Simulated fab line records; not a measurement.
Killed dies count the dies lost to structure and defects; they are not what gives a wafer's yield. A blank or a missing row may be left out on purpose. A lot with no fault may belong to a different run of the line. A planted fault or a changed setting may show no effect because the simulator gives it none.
Problem report in the 8D (eight disciplines) form, filled by code	flow berkeley_cmos170	the parts of the form that need people (team, actions taken, sign-off) are left out

1. WHAT WENT WRONG
Mean GATE_OXIDE_THK at UCB170_GATE_THK_MEAS_02: 8.09 nm over 6 wafers in 2 lots; fault-free wafers: 6.58 nm, standard deviation 0.12. That puts it +13 standard deviations away from the usual mean.
First observed at day 8 12:47: wafer L297.1, on film_metro-02. At this step, 42 wafers from 14 lots have a number in the record. The rule behind "out" and "out of limits": a value lying over 4 standard deviations away from the usual mean. Any other wafer with a number is counted as sound.

2. WHAT THIS IS AND IS NOT
question	is	is not
which readings at this step	GATE_OXIDE_THK	-
which lots	L297, L298	L286, L288, L289, L290, L291, L292, L293, L294, L295, L301, L304, L305
which wafers of those lots	all that have a number	-
read on which gauges	film_metro-02, film_metro-04	film_metro-03
when	from day 8 12:47	up to then (27 sound wafers); but 9 sound wafers of L301, L304, L305 came after

3. SUSPECTS, AND WHAT RULES EACH OUT
Counting: a tool stays on the suspect list if, at a process step up to the reading, it processed all lots that are out and no sound lot following the first of them.
- ruled out: the gauge at UCB170_GATE_THK_MEAS_02. 2 gauges (film_metro-02, film_metro-04) read the wafers that are out.
- furnace-03 at UCB170_GATE_OXIDATION_01 (target thk 6.6 nm, ox time 1800 s): kept. Every lot that is out went through it, starting with L297 (day 8 11:17), and after that it ran no sound lot; the last sound lot it ran before then is L292 (day 8 01:46). Its own spike_tc_centre_C, spike_tc_source_C, tube_center_temp_C, tube_center_temp_C_max readings are out on those wafers.
Left after counting: furnace-03 at UCB170_GATE_OXIDATION_01.

4. THE CAUSE (what the simulator had put in)
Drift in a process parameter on furnace-03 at UCB170_GATE_OXIDATION_01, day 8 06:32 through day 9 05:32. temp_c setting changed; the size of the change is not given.
The count eliminated every tool but this one.

5. THE CHAIN OF EFFECTS, in route order
Each row: a reading where the mean over the struck wafers with a number is more than 3 standard deviations away from the usual. Readings are gone through only where the record gives a usual standard deviation; hours: the median, over the lots, of the time from a lot's start at the first step in this table giving one to that lot's start at this step; sigmas: the change measured in usual standard deviations.
hours	step	reading	usual	on struck wafers	change	sigmas
0	UCB170_GATE_OXIDATION_01	spike_tc_centre_C	852.4 C	869.4	+17.0	+13
0	UCB170_GATE_OXIDATION_01	spike_tc_load_C	876 C	896	+20	+3.7
0	UCB170_GATE_OXIDATION_01	spike_tc_source_C	869.8 C	886.8	+17.0	+15
0	UCB170_GATE_OXIDATION_01	tube_center_temp_C	850.01 C	866.00	+15.99	+99 or more
0	UCB170_GATE_OXIDATION_01	tube_center_temp_C_max	852.2	868.1	+15.9	+47
2	UCB170_GATE_THK_MEAS_02	GATE_OXIDE_THK	6.58 nm	8.09	+1.51	+13
Its process steps:
- UCB170_GATE_OXIDATION_01: target thk 6.6 nm, ox time 1800 s.

6. WHAT WOULD HAVE CAUGHT IT SOONER
6 hours passed between the start of the fault at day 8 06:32 and the first reading out of limits at a measuring or inspecting step in this record, taken at day 8 12:47.
The tool's own readings at UCB170_GATE_OXIDATION_01 were out on every struck wafer that the step has a row for (spike_tc_centre_C, spike_tc_source_C, tube_center_temp_C, tube_center_temp_C_max): an alarm limit on them would have fired on the first of those.
By day 8 12:47 the whole set of lots that are out, 2 in number, had already begun UCB170_GATE_OXIDATION_01 on furnace-03. None of them would have been spared by holding the tool at that moment.
